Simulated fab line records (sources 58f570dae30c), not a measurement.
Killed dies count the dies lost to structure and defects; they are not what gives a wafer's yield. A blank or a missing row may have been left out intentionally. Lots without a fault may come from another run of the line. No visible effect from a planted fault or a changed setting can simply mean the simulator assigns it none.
fab line records    flow berkeley-cmos170
record: lots: 12  wafers: 36  last-day: 13
route steps=331 shown CONTACT@231 V1@254 V2@308
lots that met no fault: from a run of the same line without faults
start-h: start of the lot's first displayed wafer, in hours after the record's first day    wait-h: hours from the lot's prior step to this one    " repeats the value in the row above    L1.1+2: one row covering several wafers at once    - no value present, or no start provided    * or withheld: withheld    < > ~ a bound
route shown NAME@n: names a module that has steps shown in the file, with the first one's number in the route    usual: mean/standard deviation taken from wafers without a fault    same: alike in all rows    chamber/n: place in a boat    sites: the reading at each site    _std_site: standard deviation of those values    _edge_site: mean of outer sites minus mean of inner sites    radius-mm: how far each site lies from the wafer's centre    mask NAME#n: copy n    behind: the most recent tool/chamber to have shaped the wafer    hold: cause of the lot's hold/its duration in hours/its outcome    device: whichever transistor did not switch (one of n, p or np)    end of line: tests run on the same wafers once the route is complete    for a step that has no rows: nothing shown but its recipe    killed: count of dies lost to structure and defects at first sort (not the wafer's yield)    map: the dies of a wafer, with x for killed, . for not killed, _ for no die there
set.NAME: setting as actually run; set.NAME@STEP: the setting as run at that earlier step    model.NAME: the simulator's own value behind a step, which no gauge read
steps of the route over a sample of lots; a table a step, a row a wafer
services: from which hour (start-h, from the record's first day; less than 0 if before it) a tool's chamber was out of use, for how many hours, and why
== steps ==
step: UCB170_CONTACT_CD_MEAS_15
recipe: target-cd-nm: 700
usual: cd-nm: 700.2/1.4
lot.wafer  tool       chamber  start-h  wait-h  cd-nm
L584.1     cd-sem-01  -        193.82   -       700.3
L584.4     "          -        "        "       699.4
L584.5     "          -        "        "       699.2
L585.1     cd-sem-01  -        201.10   -       700.8
L585.2     "          -        "        "       700.2
L585.5     "          -        "        "       700.0
L586.1     cd-sem-01  -        201.94   -       700.9
L586.3     "          -        "        "       701.7
L586.4     "          -        "        "       700.8
L587.2     cd-sem-02  -        218.70   -       698.4
L587.5     "          -        "        "       699.9
L587.6     "          -        "        "       699.3
L593.1     cd-sem-01  -        251.60   -       697.6
L593.2     "          -        "        "       698.8
L593.5     "          -        "        "       699.8
L596.2     cd-sem-02  -        267.88   -       700.6
L596.4     "          -        "        "       700.7
L596.6     "          -        "        "       700.8
L601.3     cd-sem-01  -        273.48   -       697.5
L601.4     "          -        "        "       698.7
L601.6     "          -        "        "       698.5
L602.2     cd-sem-02  -        274.18   -       700.4
L602.3     "          -        "        "       702.9
L602.6     "          -        "        "       700.9
L600.2     cd-sem-01  -        274.44   -       699.4
L600.3     "          -        "        "       700.2
L600.4     "          -        "        "       699.8
L604.2     cd-sem-01  -        277.68   -       700.4
L604.3     "          -        "        "       701.2
L604.4     "          -        "        "       701.3
L605.1     cd-sem-02  -        297.54   -       699.1
L605.2     "          -        "        "       701.6
L605.5     "          -        "        "       700.8
L606.1     cd-sem-01  -        303.63   -       701.4
L606.2     "          -        "        "       700.7
L606.3     "          -        "        "       702.3
step: UCB170_V1_CVD_00
recipe: material: SiO2  target-thk-nm: 2000  temp-c: 390  precursor: TEOS/O2  time-s: 250  rf-w: 550  pressure-mtorr: 9000
usual: heater-power-w: 268/55
lot.wafer  tool      chamber  start-h  wait-h  heater-power-w
L584.1     pecvd-03  1        198.05   0.0     300
L584.4     "         0        "        "       276
L584.5     "         1        "        "       243
L585.1     pecvd-02  2        204.79   0.0     302
L585.2     "         1        "        "       372
L585.5     "         2        "        "       274
L586.1     pecvd-04  2        206.12   0.0     311
L586.3     "         1        "        "       289
L586.4     "         2        "        "       215
L587.2     pecvd-02  1        222.41   0.0     403
L587.5     "         1        "        "       289
L587.6     "         2        "        "       202
L593.1     pecvd-03  0        259.04   0.0     246
L593.2     "         1        "        "       303
L593.5     "         1        "        "       246
L596.2     pecvd-03  0        272.81   0.0     203
L596.4     "         0        "        "       259
L596.6     "         2        "        "       170
L601.3     pecvd-04  1        277.54   0.0     285
L601.4     "         0        "        "       252
L601.6     "         1        "        "       211
L602.2     pecvd-02  2        279.27   0.0     295
L602.3     "         1        "        "       336
L602.6     "         1        "        "       251
L600.2     pecvd-04  0        280.60   0.0     325
L600.3     "         1        "        "       240
L600.4     "         1        "        "       293
L604.2     pecvd-02  0        284.54   0.0     369
L604.3     "         1        "        "       328
L604.4     "         1        "        "       250
L605.1     pecvd-04  2        302.38   0.0     297
L605.2     "         1        "        "       274
L605.5     "         0        "        "       357
L606.1     pecvd-04  1        307.70   0.0     296
L606.2     "         0        "        "       334
L606.3     "         2        "        "       294
step: UCB170_V1_THK_MEAS_01
recipe: reads: SiO2_of_V1_CVD_00
usual: V1_TEOS_THK: 1985/31
lot.wafer  tool           chamber  start-h  wait-h  V1_TEOS_THK[nm]
L584.1     film-metro-02  -        198.20   0.1     1957
L584.4     "              -        "        "       2025
L584.5     "              -        "        "       1985
L585.1     film-metro-03  -        205.02   0.2     1946
L585.2     "              -        "        "       1968
L585.5     "              -        "        "       1998
L586.1     film-metro-01  -        206.28   0.1     2007
L586.3     "              -        "        "       2000
L586.4     "              -        "        "       1995
L587.2     film-metro-03  -        222.58   0.1     1998
L587.5     "              -        "        "       1951
L587.6     "              -        "        "       1978
L593.1     film-metro-01  -        259.19   0.1     3131
L593.2     "              -        "        "       1971
L593.5     "              -        "        "       2021
L596.2     film-metro-02  -        272.98   0.1     3135
L596.4     "              -        "        "       3187
L596.6     "              -        "        "       1980
L601.3     film-metro-01  -        277.72   0.1     1971
L601.4     "              -        "        "       2041
L601.6     "              -        "        "       1990
L602.2     film-metro-02  -        279.44   0.1     1946
L602.3     "              -        "        "       1940
L602.6     "              -        "        "       1981
L600.2     film-metro-01  -        280.77   0.1     1995
L600.3     "              -        "        "       1951
L600.4     "              -        "        "       1991
L604.2     film-metro-02  -        284.70   0.1     1966
L604.3     "              -        "        "       1943
L604.4     "              -        "        "       1986
L605.1     film-metro-01  -        302.54   0.1     1957
L605.2     "              -        "        "       1959
L605.5     "              -        "        "       2031
L606.1     film-metro-01  -        307.86   0.1     1979
L606.2     "              -        "        "       2034
L606.3     "              -        "        "       1960
step: UCB170_V1_BOW_MEAS_03
recipe: mode: bow
usual: V1_BOW: 18/7.2
lot.wafer  tool           chamber  start-h  wait-h  V1_BOW[um]
L584.1     film-metro-03  -        198.56   0.2     18
L584.4     "              -        "        "       21
L584.5     "              -        "        "       20
L585.1     film-metro-02  -        205.38   0.1     16
L585.2     "              -        "        "       13
L585.5     "              -        "        "       11
L586.1     film-metro-03  -        206.64   0.1     17
L586.3     "              -        "        "       33
L586.4     "              -        "        "       25
L587.2     film-metro-01  -        222.95   0.2     32
L587.5     "              -        "        "       29
L587.6     "              -        "        "       7
L593.1     film-metro-02  -        259.55   0.1     13
L593.2     "              -        "        "       17
L593.5     "              -        "        "       10
L596.2     film-metro-03  -        273.35   0.2     25
L596.4     "              -        "        "       17
L596.6     "              -        "        "       7
L601.3     film-metro-02  -        278.10   0.3     23
L601.4     "              -        "        "       20
L601.6     "              -        "        "       26
L602.2     film-metro-03  -        279.81   0.3     20
L602.3     "              -        "        "       31
L602.6     "              -        "        "       21
L600.2     film-metro-01  -        281.14   0.2     17
L600.3     "              -        "        "       16
L600.4     "              -        "        "       20
L604.2     film-metro-02  -        285.07   0.1     30
L604.3     "              -        "        "       14
L604.4     "              -        "        "       24
L605.1     film-metro-01  -        302.90   0.2     12
L605.2     "              -        "        "       19
L605.5     "              -        "        "       20
L606.1     film-metro-02  -        308.22   0.2     10
L606.2     "              -        "        "       14
L606.3     "              -        "        "       24
step: UCB170_V2_CD_MEAS_90
recipe: target-cd-nm: 700
usual: cd-nm: 700.3/1.5
lot.wafer  tool       chamber  start-h  wait-h  cd-nm
L584.1     cd-sem-02  -        205.78   0.1     699.4
L584.4     "          -        "        "       701.1
L584.5     "          -        "        "       698.3
L585.1     cd-sem-02  -        212.70   0.1     700.1
L585.2     "          -        "        "       700.1
L585.5     "          -        "        "       701.2
L586.1     cd-sem-01  -        214.80   0.1     701.5
L586.3     "          -        "        "       699.5
L586.4     "          -        "        "       699.9
L587.2     cd-sem-02  -        233.26   0.1     701.8
L587.5     "          -        "        "       696.5
L587.6     "          -        "        "       702.9
L593.1     cd-sem-02  -        269.39   0.1     702.3
L593.2     "          -        "        "       700.0
L593.5     "          -        "        "       701.3
L596.2     cd-sem-01  -        283.36   0.1     698.7
L596.4     "          -        "        "       699.4
L596.6     "          -        "        "       701.3
L601.3     cd-sem-01  -        288.95   0.1     700.0
L601.4     "          -        "        "       701.6
L601.6     "          -        "        "       701.1
L602.2     cd-sem-02  -        290.12   0.1     700.4
L602.3     "          -        "        "       703.0
L602.6     "          -        "        "       700.8
L600.2     cd-sem-02  -        291.29   0.1     701.1
L600.3     "          -        "        "       699.8
L600.4     "          -        "        "       702.1
L604.2     cd-sem-02  -        295.37   0.1     699.4
L604.3     "          -        "        "       699.0
L604.4     "          -        "        "       701.8
L605.1     cd-sem-01  -        310.48   0.1     699.2
L605.2     "          -        "        "       697.6
L605.5     "          -        "        "       699.7
L606.1     cd-sem-01  -        315.53   0.1     701.1
L606.2     "          -        "        "       701.5
L606.3     "          -        "        "       699.3
== services ==
tool      chamber  start-h  hours  kind
pecvd-02  0        183.54   23.9   repair
pecvd-03  -        199.19   0.8    repair
pecvd-03  2        207.42   9.7    repair
pecvd-03  0        228.73   9.3    repair
pecvd-02  -        242.50   14.0   pm
pecvd-02  0        242.50   14.0   vent-cycle
pecvd-02  1        242.50   14.0   vent-cycle
pecvd-02  2        242.50   14.0   vent-cycle
pecvd-04  0        243.48   21.5   repair
pecvd-04  -        244.24   0.9    repair
pecvd-04  2        254.37   17.9   repair
pecvd-02  0        256.50   -      clean
pecvd-02  1        256.50   -      clean
pecvd-02  2        256.50   -      clean
pecvd-02  1        265.52   6.3    repair
pecvd-04  0        273.14   1.8    repair
pecvd-03  -        299.31   2.2    repair
pecvd-02  -        301.21   14.6   pm
== key ==
first-sign: step: UCB170_V1_THK_MEAS_01  reading: V1_TEOS_THK  direction: up  sigmas: 37  usual: 1985  struck: 3151
effect none on later readings
met-at UCB170_V1_CVD_00
struck-lots L593,L596
struck-wafers L593.1,L596.2,L596.4
not-acting-at UCB170_CONTACT_CD_MEAS_15,UCB170_V1_BOW_MEAS_03,UCB170_V2_CD_MEAS_90
onset-between 198.05 259.04
fault: kind: process-parameter-drift  tool: pecvd-03  chamber: 0  onset-h: 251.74  steps: UCB170_V1_CVD_00  channel: target-thk-nm  offset: 1182.3  shape: step  end-h: 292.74  acts-in: these-recipes-only  stated: 2000
